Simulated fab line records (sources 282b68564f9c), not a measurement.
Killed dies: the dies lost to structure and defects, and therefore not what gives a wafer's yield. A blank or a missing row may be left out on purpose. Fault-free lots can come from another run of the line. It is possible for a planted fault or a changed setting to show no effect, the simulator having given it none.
A single fault, viewed from 2 desks    flow ritCmos    numbers are kept per desk, each desk with only its own; the story behind them comes last

## FOR THE TOOL OWNER'S DESK: pvdSputter-04
The tool's own readings at RIT_SILICIDE_SPUTTER_01 (material Ti, target thk 30 nm, time 240 s): means of the sampled wafers that have a number, for each lot that ran on this tool. Any lot whose mean is over 4 standard deviations away from the usual mean is out of limits and marked OUT; that distance is given in the brackets.
Columns: A = substrateTempC at RIT_SILICIDE_SPUTTER_01, usual 24.98 C; B = throttleValvePct at RIT_SILICIDE_SPUTTER_01, usual 30.1 %
lot   first seen here  A      B
L980  day 3 07:44      25.00  30.2
L982  day 3 17:55      24.92  30.5
L985  day 4 09:16      25.06  29.6
L987  day 4 14:14      25.06  30.9
L995  day 6 06:02      24.98  29.9
L997  day 6 13:59      25.01  29.9
Result from this desk: across the 6 lots, nothing is out of limits.

## AT THE METROLOGY DESK
What the gauges read, lot by lot, whatever tool the lot ran on: means of the sampled wafers that have a number. Any lot whose mean is over 4 standard deviations away from the usual mean is out of limits and marked OUT; that distance is given in the brackets.
Columns: A = NLDD_RS at RIT_SDANNEAL_RS_MEAS_07, usual 154.5 ohm/sq; B = SILICIDE_TI_RS at RIT_SILICIDE_RS_MEAS_02, usual 47.7 ohm/sq; C = SILICIDE_TI_THK at RIT_SILICIDE_THK_MEAS_03, usual 29.9 nm
lot   first seen here  A      B                C
L980  day 3 07:38      154.4  47.5             30.1
L981  day 3 09:11      154.6  48.7             29.5
L982  day 3 17:47      155.0  46.6             30.3
L983  day 4 00:10      154.3  47.6             29.9
L984  day 4 07:08      154.5  47.9             29.6
L985  day 4 09:09      153.7  48.0             29.7
L986  day 4 10:11      154.1  47.8             29.7
L987  day 4 14:08      154.7  47.2             30.3
L988  day 4 18:28      155.5  47.4             29.9
L995  day 6 05:56      154.4  41.9 (-7.0) OUT  34.1 (+10) OUT
L997  day 6 13:52      154.9  42.0 (-6.9) OUT  34.0 (+10) OUT
L998  day 6 20:40      155.0  47.7             30.2
L100  day 7 06:58      154.1  49.4             29.3
L102  day 7 17:41      154.3  49.0             29.5
This desk's result: L995, L997 out of limits, first on L995 (SILICIDE_TI_RS at RIT_SILICIDE_RS_MEAS_02), day 6 06:13. L980, L981, L982, L983, L984, L985, L986, L987, L988, L998, L100, L102 stayed within limits.

## TAKEN TOGETHER
L995, L997 would have let the metrology desk raise an alarm at day 6 06:13.
The tool owner's desk saw nothing out of limits.
On record at the tool owner's desk: L995, L997, within its limits.
RIT_SILICIDE_SPUTTER_01 was run on pvdSputter-04 by each of the lots named.

## WHAT THE SIMULATOR HAD INSERTED
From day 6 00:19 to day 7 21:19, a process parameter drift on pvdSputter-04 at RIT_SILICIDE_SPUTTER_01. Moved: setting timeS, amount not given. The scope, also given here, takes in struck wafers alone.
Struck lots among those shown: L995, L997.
Hours from the fault's start to each desk's first reading out of limits: the metrology desk, 6.
